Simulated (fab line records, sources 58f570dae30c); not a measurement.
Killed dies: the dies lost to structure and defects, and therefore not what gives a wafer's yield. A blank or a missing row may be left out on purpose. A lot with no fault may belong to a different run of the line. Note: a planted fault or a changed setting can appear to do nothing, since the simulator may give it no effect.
Tool commonality check :: flow berkeley-cmos170 :: 48 wafers sampled across 14 lots

## WHY THIS WAS OPENED
At UCB170_NLDD_TW_MEAS_11 the reading NLDD_TW is flagged on 2 of 14 lots. No-fault wafers: 2211, standard deviation 18.
Rule: a lot is flagged when every wafer of it that has a number lies more than 4 standard deviations from that mean, or none has a number. The other lots count as sound.

lot: L846
measured: day 6 20:13
on: film-metro-01
NLDD_TW, wafer by wafer: 2228 2234 2233
flag: 

lot: L842
measured: day 6 20:41
on: film-metro-03
NLDD_TW, wafer by wafer: 2208 2213 2191
flag: 

lot: L845
measured: day 6 21:03
on: film-metro-04
NLDD_TW, wafer by wafer: 2226 2221 2218
flag: 

lot: L848
measured: day 7 16:45
on: film-metro-01
NLDD_TW, wafer by wafer: 2224 2232 2246
flag: 

lot: L851
measured: day 8 07:46
on: film-metro-01
NLDD_TW, wafer by wafer: 2210 2214 2212
flag: 

lot: L850
measured: day 8 08:01
on: film-metro-04
NLDD_TW, wafer by wafer: 2209 2219 2201
flag: 

lot: L849
measured: day 8 08:49
on: film-metro-04
NLDD_TW, wafer by wafer: 2220 2208 2198
flag: 

lot: L852
measured: day 8 08:56
on: film-metro-01
NLDD_TW, wafer by wafer: 2219 2225 2212
flag: 

lot: L853
measured: day 8 10:41
on: film-metro-03
NLDD_TW, wafer by wafer: 2422 2429 2430 2422 2436 2437
flag: FLAGGED

lot: L854
measured: day 9 00:54
on: film-metro-03
NLDD_TW, wafer by wafer: 2172 2192 2193
flag: 

lot: L858
measured: day 9 15:21
on: film-metro-03
NLDD_TW, wafer by wafer: 2183 2195 2196
flag: 

lot: L862
measured: day 10 04:54
on: film-metro-01
NLDD_TW, wafer by wafer: 2489 2476 2472 2480 2478 2471
flag: FLAGGED

lot: L864
measured: day 11 01:32
on: film-metro-01
NLDD_TW, wafer by wafer: 2227 2236 2232
flag: 

lot: L865
measured: day 11 14:28
on: film-metro-03
NLDD_TW, wafer by wafer: 2203 2203 2206
flag: 
Average over the flagged lots: 2454; offset from the usual +242, equal to +13 standard deviations.

## WHICH TOOL EACH LOT WENT THROUGH
The record keeps 1 process step preceding the reading, out of 331 steps on the route. Cell contents, in order: the tool; ch with the chambers the sampled wafers went through; the start.
lot: L846
flag: 
UCB170_NLDD_IMPLANT_09: implanter-04 ch 0, day 6 19:58

lot: L842
flag: 
UCB170_NLDD_IMPLANT_09: implanter-03 ch 0, day 6 20:28

lot: L845
flag: 
UCB170_NLDD_IMPLANT_09: implanter-03 ch 0, day 6 20:49

lot: L848
flag: 
UCB170_NLDD_IMPLANT_09: implanter-03 ch 0, day 7 16:30

lot: L851
flag: 
UCB170_NLDD_IMPLANT_09: implanter-03 ch 0, day 8 07:31

lot: L850
flag: 
UCB170_NLDD_IMPLANT_09: implanter-01 ch 0, day 8 07:49

lot: L849
flag: 
UCB170_NLDD_IMPLANT_09: implanter-03 ch 0, day 8 08:34

lot: L852
flag: 
UCB170_NLDD_IMPLANT_09: implanter-01 ch 0, day 8 08:41

lot: L853
flag: FLAGGED
UCB170_NLDD_IMPLANT_09: implanter-03 ch 0, day 8 10:08

lot: L854
flag: 
UCB170_NLDD_IMPLANT_09: implanter-03 ch 0, day 9 00:39

lot: L858
flag: 
UCB170_NLDD_IMPLANT_09: implanter-03 ch 0, day 9 15:07

lot: L862
flag: FLAGGED
UCB170_NLDD_IMPLANT_09: implanter-03 ch 0, day 10 04:21

lot: L864
flag: 
UCB170_NLDD_IMPLANT_09: implanter-01 ch 0, day 11 01:17

lot: L865
flag: 
UCB170_NLDD_IMPLANT_09: implanter-04 ch 0, day 11 14:14
These steps, and what they do:
- UCB170_NLDD_IMPLANT_09
- UCB170_NLDD_TW_MEAS_11

## FLAGGED OVER TOTAL, TOOL BY TOOL (the gauges that took the reading come last)
step: UCB170_NLDD_IMPLANT_09
tool: implanter-01
lots run: 3
flagged: 0
share of the flagged lots: none
sound lots run after its first flagged lot: -

step: UCB170_NLDD_IMPLANT_09
tool: implanter-03
lots run: 9
flagged: 2
share of the flagged lots: all
sound lots run after its first flagged lot: 2 (L854,L858)

step: UCB170_NLDD_IMPLANT_09
tool: implanter-04
lots run: 2
flagged: 0
share of the flagged lots: none
sound lots run after its first flagged lot: -

step: UCB170_NLDD_TW_MEAS_11
tool: film-metro-01
lots run: 6
flagged: 1
share of the flagged lots: some
sound lots run after its first flagged lot: 1 (L864)

step: UCB170_NLDD_TW_MEAS_11
tool: film-metro-03
lots run: 5
flagged: 1
share of the flagged lots: some
sound lots run after its first flagged lot: 3 (L854,L858,L865)

step: UCB170_NLDD_TW_MEAS_11
tool: film-metro-04
lots run: 3
flagged: 0
share of the flagged lots: none
sound lots run after its first flagged lot: -

## WHAT IS ALLOWED BY THE TABLE
All flagged lots share 1 row of the table, namely implanter-03 at UCB170_NLDD_IMPLANT_09.
- implanter-03 at UCB170_NLDD_IMPLANT_09: 2 of its 9 lots flagged. Sound lots ran on it after the first flagged one (L854, L858), which a lasting fault on the whole tool wouldn't allow.
No row of the table ran every flagged lot and no sound lot after the first.

## WHAT THE SIMULATOR PUT IN
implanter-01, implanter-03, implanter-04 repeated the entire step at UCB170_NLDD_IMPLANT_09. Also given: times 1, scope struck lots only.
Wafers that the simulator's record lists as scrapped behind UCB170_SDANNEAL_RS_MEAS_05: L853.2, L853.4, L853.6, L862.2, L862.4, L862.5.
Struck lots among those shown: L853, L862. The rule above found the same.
